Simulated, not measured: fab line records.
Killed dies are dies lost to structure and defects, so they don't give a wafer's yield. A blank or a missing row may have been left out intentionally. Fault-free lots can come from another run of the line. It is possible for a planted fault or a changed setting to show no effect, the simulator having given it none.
fab line records / flow rit_cmos
record lots=7 wafers=21 last_day=7
route steps=202 shown PWELL@46 WELLDRIVE@50 NWELL@51 NRETRO@53
lots that met no fault: from a run of the same line without faults
start_h: the number of hours between the record's first day and the start of the first shown wafer of the lot / wait_h: how many hours have passed since the lot's step before this one / " same as the row above / L1.1+2: one row covering several wafers at once / - value missing, or start not given / * or withheld: withheld / < > ~ a bound
route shown NAME@n: a module of which the file shows steps, and the number in the route of the first / usual: average and standard deviation across the fault-free wafers / same: alike in all rows / chamber/n: place in a boat / sites: per-site readings / _std_site: standard deviation across them / _edge_site: outer sites' mean less inner sites' / radius_mm: for every site, how far away it sits from the centre of the wafer / mask NAME#n: copy n / behind: the most recent tool/chamber to have shaped the wafer / hold: why the lot was held/for how many hours/how that ended / device: the transistor (n, p or np) that didn't switch / end of line: the route-end tests of the same wafers / where a step has no rows: the recipe by itself / killed: dies that structure and defects cost at the first sort, which is not the same as the wafer's yield / map: a wafer's dies, marking killed ones x, the rest . and places with no die _
set.NAME: the run value of the setting; set.NAME@STEP: its run value at that earlier step / model.NAME: the simulator's own value behind a step, which no gauge read
a table for each step, a row for each wafer; lots at some steps of the route
services: the hour from which a tool's chamber was out of use, counted from the record's first day as start_h (under 0 if before that day), plus the number of hours and why
## steps
# step RIT_PWELL_HARDBAKE_07
# recipe resist=NOVOLAK temp_c=140 time_s=120
# step RIT_PWELL_IMPLANT_08
# recipe species=B energy_kev=170 dose_cm2=7e+13 tilt_deg=7
# step RIT_PWELL_STRIP_09
# recipe chemistry=O2 time_s=180 resist=NOVOLAK platen_temp_c=withheld power_w=500 pressure_mtorr=4000 o2_flow_sccm=4000
# usual drypump_motor_current_A=5.54/0.3
lot.wafer=L675.1 tool=plasma_asher-03 chamber=1 start_h=38.35 wait_h=0.1 drypump_motor_current_A=5.60 rf_hours_counter_h=30
lot.wafer=L675.3 tool=plasma_asher-03 chamber=0 start_h=38.35 wait_h=0.1 drypump_motor_current_A=5.70 rf_hours_counter_h=-
lot.wafer=L675.4 tool=plasma_asher-03 chamber=1 start_h=38.35 wait_h=0.1 drypump_motor_current_A=5.58 rf_hours_counter_h=-
lot.wafer=L682.2 tool=plasma_asher-01 chamber=1 start_h=72.37 wait_h=0.1 drypump_motor_current_A=4.92 rf_hours_counter_h=47
lot.wafer=L682.4 tool=plasma_asher-01 chamber=0 start_h=72.37 wait_h=0.1 drypump_motor_current_A=5.84 rf_hours_counter_h=-
lot.wafer=L682.6 tool=plasma_asher-01 chamber=0 start_h=72.37 wait_h=0.1 drypump_motor_current_A=5.84 rf_hours_counter_h=-
lot.wafer=L685.1 tool=plasma_asher-03 chamber=1 start_h=87.54 wait_h=0.1 drypump_motor_current_A=5.67 rf_hours_counter_h=34
lot.wafer=L685.3 tool=plasma_asher-03 chamber=0 start_h=87.54 wait_h=0.1 drypump_motor_current_A=5.69 rf_hours_counter_h=-
lot.wafer=L685.6 tool=plasma_asher-03 chamber=1 start_h=87.54 wait_h=0.1 drypump_motor_current_A=5.59 rf_hours_counter_h=-
lot.wafer=L686.1 tool=plasma_asher-01 chamber=0 start_h=94.13 wait_h=0.1 drypump_motor_current_A=5.88 rf_hours_counter_h=49
lot.wafer=L686.2 tool=plasma_asher-01 chamber=1 start_h=94.13 wait_h=0.1 drypump_motor_current_A=4.91 rf_hours_counter_h=49
lot.wafer=L686.3 tool=plasma_asher-01 chamber=0 start_h=94.13 wait_h=0.1 drypump_motor_current_A=5.88 rf_hours_counter_h=-
lot.wafer=L687.2 tool=plasma_asher-04 chamber=1 start_h=100.63 wait_h=0.1 drypump_motor_current_A=5.42 rf_hours_counter_h=28
lot.wafer=L687.4 tool=plasma_asher-04 chamber=0 start_h=100.63 wait_h=0.1 drypump_motor_current_A=5.61 rf_hours_counter_h=-
lot.wafer=L687.5 tool=plasma_asher-04 chamber=1 start_h=100.63 wait_h=0.1 drypump_motor_current_A=5.42 rf_hours_counter_h=-
lot.wafer=L688.2 tool=plasma_asher-03 chamber=0 start_h=107.42 wait_h=0.1 drypump_motor_current_A=5.72 rf_hours_counter_h=36
lot.wafer=L688.4 tool=plasma_asher-03 chamber=0 start_h=107.42 wait_h=0.1 drypump_motor_current_A=5.71 rf_hours_counter_h=-
lot.wafer=L688.5 tool=plasma_asher-03 chamber=0 start_h=107.42 wait_h=0.1 drypump_motor_current_A=5.71 rf_hours_counter_h=-
lot.wafer=L695.3 tool=plasma_asher-01 chamber=0 start_h=137.31 wait_h=0.1 drypump_motor_current_A=5.86 rf_hours_counter_h=-
lot.wafer=L695.4 tool=plasma_asher-01 chamber=1 start_h=137.31 wait_h=0.1 drypump_motor_current_A=4.94 rf_hours_counter_h=-
lot.wafer=L695.5 tool=plasma_asher-01 chamber=0 start_h=137.31 wait_h=0.1 drypump_motor_current_A=5.87 rf_hours_counter_h=-
# step RIT_PWELL_TW_MEAS_10
# usual PWELL_TW=952/4.9
lot.wafer=L675.1 tool=film_metro-04 chamber=- start_h=38.53 wait_h=0.1 PWELL_TW=951
lot.wafer=L675.3 tool=film_metro-04 chamber=- start_h=38.53 wait_h=0.1 PWELL_TW=954
lot.wafer=L675.4 tool=film_metro-04 chamber=- start_h=38.53 wait_h=0.1 PWELL_TW=954
lot.wafer=L682.2 tool=film_metro-04 chamber=- start_h=72.56 wait_h=0.1 PWELL_TW=944
lot.wafer=L682.4 tool=film_metro-04 chamber=- start_h=72.56 wait_h=0.1 PWELL_TW=946
lot.wafer=L682.6 tool=film_metro-04 chamber=- start_h=72.56 wait_h=0.1 PWELL_TW=949
lot.wafer=L685.1 tool=film_metro-01 chamber=- start_h=87.72 wait_h=0.1 PWELL_TW=955
lot.wafer=L685.3 tool=film_metro-01 chamber=- start_h=87.72 wait_h=0.1 PWELL_TW=954
lot.wafer=L685.6 tool=film_metro-01 chamber=- start_h=87.72 wait_h=0.1 PWELL_TW=949
lot.wafer=L686.1 tool=film_metro-02 chamber=- start_h=94.31 wait_h=0.1 PWELL_TW=944
lot.wafer=L686.2 tool=film_metro-02 chamber=- start_h=94.31 wait_h=0.1 PWELL_TW=947
lot.wafer=L686.3 tool=film_metro-02 chamber=- start_h=94.31 wait_h=0.1 PWELL_TW=950
lot.wafer=L687.2 tool=film_metro-01 chamber=- start_h=100.82 wait_h=0.1 PWELL_TW=947
lot.wafer=L687.4 tool=film_metro-01 chamber=- start_h=100.82 wait_h=0.1 PWELL_TW=949
lot.wafer=L687.5 tool=film_metro-01 chamber=- start_h=100.82 wait_h=0.1 PWELL_TW=951
lot.wafer=L688.2 tool=film_metro-01 chamber=- start_h=107.61 wait_h=0.1 PWELL_TW=952
lot.wafer=L688.4 tool=film_metro-01 chamber=- start_h=107.61 wait_h=0.1 PWELL_TW=950
lot.wafer=L688.5 tool=film_metro-01 chamber=- start_h=107.61 wait_h=0.1 PWELL_TW=955
lot.wafer=L695.3 tool=film_metro-02 chamber=- start_h=137.45 wait_h=0.1 PWELL_TW=940
lot.wafer=L695.4 tool=film_metro-02 chamber=- start_h=137.45 wait_h=0.1 PWELL_TW=947
lot.wafer=L695.5 tool=film_metro-02 chamber=- start_h=137.45 wait_h=0.1 PWELL_TW=942
# step RIT_WELLDRIVE_ANNEAL_00
# recipe temp_c=1100 time_s=14700 ambient=N2
# step RIT_WELLDRIVE_RS_MEAS_01
# recipe thk_meas_gauge=four-point-probe
# usual NWELL_RS=275.1/0.73
lot.wafer=L675.1 tool=film_metro-02 chamber=- start_h=43.67 wait_h=0.0 NWELL_RS[ohm/sq]=274.8
lot.wafer=L675.3 tool=film_metro-02 chamber=- start_h=43.67 wait_h=0.0 NWELL_RS[ohm/sq]=275.1
lot.wafer=L675.4 tool=film_metro-02 chamber=- start_h=43.67 wait_h=0.0 NWELL_RS[ohm/sq]=275.8
lot.wafer=L682.2 tool=film_metro-02 chamber=- start_h=79.43 wait_h=0.0 NWELL_RS[ohm/sq]=275.1
lot.wafer=L682.4 tool=film_metro-02 chamber=- start_h=79.43 wait_h=0.0 NWELL_RS[ohm/sq]=275.3
lot.wafer=L682.6 tool=film_metro-02 chamber=- start_h=79.43 wait_h=0.0 NWELL_RS[ohm/sq]=275.0
lot.wafer=L685.1 tool=film_metro-01 chamber=- start_h=93.74 wait_h=0.0 NWELL_RS[ohm/sq]=274.0
lot.wafer=L685.3 tool=film_metro-01 chamber=- start_h=93.74 wait_h=0.0 NWELL_RS[ohm/sq]=274.6
lot.wafer=L685.6 tool=film_metro-01 chamber=- start_h=93.74 wait_h=0.0 NWELL_RS[ohm/sq]=273.9
lot.wafer=L686.1 tool=film_metro-02 chamber=- start_h=100.14 wait_h=0.0 NWELL_RS[ohm/sq]=274.4
lot.wafer=L686.2 tool=film_metro-02 chamber=- start_h=100.14 wait_h=0.0 NWELL_RS[ohm/sq]=274.4
lot.wafer=L686.3 tool=film_metro-02 chamber=- start_h=100.14 wait_h=0.0 NWELL_RS[ohm/sq]=274.3
lot.wafer=L687.2 tool=film_metro-01 chamber=- start_h=105.97 wait_h=0.0 NWELL_RS[ohm/sq]=274.1
lot.wafer=L687.4 tool=film_metro-01 chamber=- start_h=105.97 wait_h=0.0 NWELL_RS[ohm/sq]=274.8
lot.wafer=L687.5 tool=film_metro-01 chamber=- start_h=105.97 wait_h=0.0 NWELL_RS[ohm/sq]=273.6
lot.wafer=L688.2 tool=film_metro-01 chamber=- start_h=112.98 wait_h=0.0 NWELL_RS[ohm/sq]=273.8
lot.wafer=L688.4 tool=film_metro-01 chamber=- start_h=112.98 wait_h=0.0 NWELL_RS[ohm/sq]=274.3
lot.wafer=L688.5 tool=film_metro-01 chamber=- start_h=112.98 wait_h=0.0 NWELL_RS[ohm/sq]=274.1
lot.wafer=L695.3 tool=film_metro-04 chamber=- start_h=142.61 wait_h=0.0 NWELL_RS[ohm/sq]=274.7
lot.wafer=L695.4 tool=film_metro-04 chamber=- start_h=142.61 wait_h=0.0 NWELL_RS[ohm/sq]=274.6
lot.wafer=L695.5 tool=film_metro-04 chamber=- start_h=142.61 wait_h=0.0 NWELL_RS[ohm/sq]=274.2
# step RIT_WELLDRIVE_RS_MEAS_02
# recipe thk_meas_gauge=four-point-probe
# usual PWELL_RS=429.1/1.1
lot.wafer=L675.1 tool=film_metro-02 chamber=- start_h=43.79 wait_h=0.1 PWELL_RS[ohm/sq]=429.6
lot.wafer=L675.3 tool=film_metro-02 chamber=- start_h=43.79 wait_h=0.1 PWELL_RS[ohm/sq]=428.3
lot.wafer=L675.4 tool=film_metro-02 chamber=- start_h=43.79 wait_h=0.1 PWELL_RS[ohm/sq]=428.5
lot.wafer=L682.2 tool=film_metro-02 chamber=- start_h=79.55 wait_h=0.1 PWELL_RS[ohm/sq]=428.9
lot.wafer=L682.4 tool=film_metro-02 chamber=- start_h=79.55 wait_h=0.1 PWELL_RS[ohm/sq]=428.4
lot.wafer=L682.6 tool=film_metro-02 chamber=- start_h=79.55 wait_h=0.1 PWELL_RS[ohm/sq]=428.2
lot.wafer=L685.1 tool=film_metro-01 chamber=- start_h=93.86 wait_h=0.1 PWELL_RS[ohm/sq]=428.0
lot.wafer=L685.3 tool=film_metro-01 chamber=- start_h=93.86 wait_h=0.1 PWELL_RS[ohm/sq]=429.7
lot.wafer=L685.6 tool=film_metro-01 chamber=- start_h=93.86 wait_h=0.1 PWELL_RS[ohm/sq]=429.0
lot.wafer=L686.1 tool=film_metro-02 chamber=- start_h=100.26 wait_h=0.1 PWELL_RS[ohm/sq]=428.9
lot.wafer=L686.2 tool=film_metro-02 chamber=- start_h=100.26 wait_h=0.1 PWELL_RS[ohm/sq]=427.2
lot.wafer=L686.3 tool=film_metro-02 chamber=- start_h=100.26 wait_h=0.1 PWELL_RS[ohm/sq]=429.2
lot.wafer=L687.2 tool=film_metro-01 chamber=- start_h=106.09 wait_h=0.1 PWELL_RS[ohm/sq]=428.9
lot.wafer=L687.4 tool=film_metro-01 chamber=- start_h=106.09 wait_h=0.1 PWELL_RS[ohm/sq]=429.1
lot.wafer=L687.5 tool=film_metro-01 chamber=- start_h=106.09 wait_h=0.1 PWELL_RS[ohm/sq]=429.3
lot.wafer=L688.2 tool=film_metro-01 chamber=- start_h=113.10 wait_h=0.1 PWELL_RS[ohm/sq]=429.6
lot.wafer=L688.4 tool=film_metro-01 chamber=- start_h=113.10 wait_h=0.1 PWELL_RS[ohm/sq]=429.1
lot.wafer=L688.5 tool=film_metro-01 chamber=- start_h=113.10 wait_h=0.1 PWELL_RS[ohm/sq]=429.4
lot.wafer=L695.3 tool=film_metro-04 chamber=- start_h=142.73 wait_h=0.1 PWELL_RS[ohm/sq]=430.9
lot.wafer=L695.4 tool=film_metro-04 chamber=- start_h=142.73 wait_h=0.1 PWELL_RS[ohm/sq]=431.2
lot.wafer=L695.5 tool=film_metro-04 chamber=- start_h=142.73 wait_h=0.1 PWELL_RS[ohm/sq]=431.5
# step RIT_NRETRO_HMDS_00
# recipe prime_time_s=60 prime_temp_c=140
# step RIT_NRETRO_COAT_01
# recipe resist=NOVOLAK spin_rpm=2000 resist_thk_nm=1300
# step RIT_NRETRO_SOFTBAKE_02
# recipe resist=NOVOLAK temp_c=90 time_s=60
# step RIT_NRETRO_EXPOSE_03
# recipe mask_id=M4 na=0.57 target_cd_nm=43900 dose_mj=250
# step RIT_NRETRO_PEB_04
# recipe resist=NOVOLAK temp_c=withheld time_s=withheld
# step RIT_NRETRO_DEVELOP_05
# recipe resist=NOVOLAK develop_time_s=68 dev_temp_c=23
# usual chill_plate_temp_C=22.98/0.093 develop_time_s=68/0 developer_temp_C=22.98/0.11
lot.wafer=L675.1 tool=litho_track-01 chamber=0 start_h=44 wait_h=- chill_plate_temp_C=23.06 develop_time_s=68 developer_temp_C=22.85
lot.wafer=L675.3 tool=litho_track-01 chamber=0 start_h=44 wait_h=- chill_plate_temp_C=23.00 develop_time_s=68 developer_temp_C=22.91
lot.wafer=L675.4 tool=litho_track-01 chamber=0 start_h=44 wait_h=- chill_plate_temp_C=22.93 develop_time_s=68 developer_temp_C=22.95
lot.wafer=L682.2 tool=litho_track-02 chamber=0 start_h=80 wait_h=- chill_plate_temp_C=22.90 develop_time_s=68 developer_temp_C=22.79
lot.wafer=L682.4 tool=litho_track-02 chamber=0 start_h=80 wait_h=- chill_plate_temp_C=23.04 develop_time_s=68 developer_temp_C=22.82
lot.wafer=L682.6 tool=litho_track-02 chamber=0 start_h=80 wait_h=- chill_plate_temp_C=22.96 develop_time_s=68 developer_temp_C=22.98
lot.wafer=L685.1 tool=litho_track-01 chamber=- start_h=94 wait_h=- chill_plate_temp_C=- develop_time_s=- developer_temp_C=-
lot.wafer=L685.3 tool=litho_track-01 chamber=- start_h=94 wait_h=- chill_plate_temp_C=- develop_time_s=- developer_temp_C=-
lot.wafer=L685.6 tool=litho_track-01 chamber=- start_h=94 wait_h=- chill_plate_temp_C=- develop_time_s=- developer_temp_C=-
lot.wafer=L686.1 tool=litho_track-03 chamber=- start_h=101 wait_h=- chill_plate_temp_C=- develop_time_s=- developer_temp_C=-
lot.wafer=L686.2 tool=litho_track-03 chamber=- start_h=101 wait_h=- chill_plate_temp_C=- develop_time_s=- developer_temp_C=-
lot.wafer=L686.3 tool=litho_track-03 chamber=- start_h=101 wait_h=- chill_plate_temp_C=- develop_time_s=- developer_temp_C=-
lot.wafer=L687.2 tool=litho_track-01 chamber=- start_h=106 wait_h=- chill_plate_temp_C=- develop_time_s=- developer_temp_C=-
lot.wafer=L687.4 tool=litho_track-01 chamber=- start_h=106 wait_h=- chill_plate_temp_C=- develop_time_s=- developer_temp_C=-
lot.wafer=L687.5 tool=litho_track-01 chamber=- start_h=107 wait_h=- chill_plate_temp_C=- develop_time_s=- developer_temp_C=-
lot.wafer=L688.2 tool=litho_track-02 chamber=0 start_h=113 wait_h=- chill_plate_temp_C=22.97 develop_time_s=68 developer_temp_C=22.90
lot.wafer=L688.4 tool=litho_track-02 chamber=0 start_h=113 wait_h=- chill_plate_temp_C=22.96 develop_time_s=68 developer_temp_C=23.06
lot.wafer=L688.5 tool=litho_track-02 chamber=0 start_h=114 wait_h=- chill_plate_temp_C=23.06 develop_time_s=68 developer_temp_C=22.99
lot.wafer=L695.3 tool=litho_track-02 chamber=0 start_h=143 wait_h=- chill_plate_temp_C=23.11 develop_time_s=68 developer_temp_C=23.09
lot.wafer=L695.4 tool=litho_track-02 chamber=0 start_h=143 wait_h=- chill_plate_temp_C=22.94 develop_time_s=68 developer_temp_C=22.83
lot.wafer=L695.5 tool=litho_track-02 chamber=0 start_h=143 wait_h=- chill_plate_temp_C=23.05 develop_time_s=68 developer_temp_C=23.03
# step RIT_NRETRO_OVL_MEAS_06
# usual NRETRO_OVL=1.1/1.4
lot.wafer=L675.1 tool=overlay-01 chamber=- start_h=44.79 wait_h=- NRETRO_OVL[nm]=-1.5
lot.wafer=L675.3 tool=overlay-01 chamber=- start_h=44.79 wait_h=- NRETRO_OVL[nm]=-0.6
lot.wafer=L675.4 tool=overlay-01 chamber=- start_h=44.79 wait_h=- NRETRO_OVL[nm]=0.1
lot.wafer=L682.2 tool=overlay-02 chamber=- start_h=80.53 wait_h=- NRETRO_OVL[nm]=3.2
lot.wafer=L682.4 tool=overlay-02 chamber=- start_h=80.53 wait_h=- NRETRO_OVL[nm]=1.1
lot.wafer=L682.6 tool=overlay-02 chamber=- start_h=80.53 wait_h=- NRETRO_OVL[nm]=0.5
lot.wafer=L685.1 tool=overlay-01 chamber=- start_h=94.99 wait_h=- NRETRO_OVL[nm]=-
lot.wafer=L685.3 tool=overlay-01 chamber=- start_h=94.99 wait_h=- NRETRO_OVL[nm]=-
lot.wafer=L685.6 tool=overlay-01 chamber=- start_h=94.99 wait_h=- NRETRO_OVL[nm]=-
lot.wafer=L686.1 tool=overlay-01 chamber=- start_h=101.36 wait_h=- NRETRO_OVL[nm]=-
lot.wafer=L686.2 tool=overlay-01 chamber=- start_h=101.36 wait_h=- NRETRO_OVL[nm]=-
lot.wafer=L686.3 tool=overlay-01 chamber=- start_h=101.36 wait_h=- NRETRO_OVL[nm]=-
lot.wafer=L687.2 tool=overlay-01 chamber=- start_h=107.07 wait_h=- NRETRO_OVL[nm]=-
lot.wafer=L687.4 tool=overlay-01 chamber=- start_h=107.07 wait_h=- NRETRO_OVL[nm]=-
lot.wafer=L687.5 tool=overlay-01 chamber=- start_h=107.07 wait_h=- NRETRO_OVL[nm]=-
lot.wafer=L688.2 tool=overlay-01 chamber=- start_h=114.08 wait_h=- NRETRO_OVL[nm]=2.0
lot.wafer=L688.4 tool=overlay-01 chamber=- start_h=114.08 wait_h=- NRETRO_OVL[nm]=0.6
lot.wafer=L688.5 tool=overlay-01 chamber=- start_h=114.08 wait_h=- NRETRO_OVL[nm]=1.3
lot.wafer=L695.3 tool=overlay-02 chamber=- start_h=143.70 wait_h=- NRETRO_OVL[nm]=-0.2
lot.wafer=L695.4 tool=overlay-02 chamber=- start_h=143.70 wait_h=- NRETRO_OVL[nm]=0.9
lot.wafer=L695.5 tool=overlay-02 chamber=- start_h=143.70 wait_h=- NRETRO_OVL[nm]=1.1
## services
tool=plasma_asher-04 chamber=- start_h=28.62 hours=1.2 kind=repair
tool=plasma_asher-01 chamber=- start_h=29.62 hours=2.8 kind=pm
tool=plasma_asher-04 chamber=- start_h=53.58 hours=5.2 kind=repair
tool=plasma_asher-03 chamber=- start_h=56.99 hours=10.5 kind=repair
tool=plasma_asher-04 chamber=- start_h=67.21 hours=15.6 kind=pm
tool=plasma_asher-04 chamber=- start_h=96.40 hours=2.3 kind=repair
tool=plasma_asher-01 chamber=- start_h=129.00 hours=5.6 kind=repair
## key
first_sign step=RIT_NRETRO_DEVELOP_05 reading=tool_record direction=missing
effect none on later readings
met_at RIT_NRETRO_DEVELOP_05
struck_wafers L685.1,L685.3,L685.6,L686.1,L686.2,L686.3,L687.2,L687.4,L687.5
sort_left_out L685.1,L685.3,L685.6,L686.1,L686.2,L686.3,L687.2,L687.4,L687.5
tester_left_out L685,L686,L687
fault kind=skipped_step_whole tool=litho_track-01,litho_track-03 chamber=- onset_h=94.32 steps=RIT_NRETRO_DEVELOP_05 scope=struck_lots_only
# tester_left_out: of these lots the tester's yield and bins aren't shown, on N5 and GAA mostly nor the transistor test; their killed dies are dies lost to structure and defects alone, not to doping, threshold or leakage, so they don't give the yield
# sort_left_out: the simulated sort isn't trusted on such a fault, so these wafers' sort isn't shown, and their yield isn't known
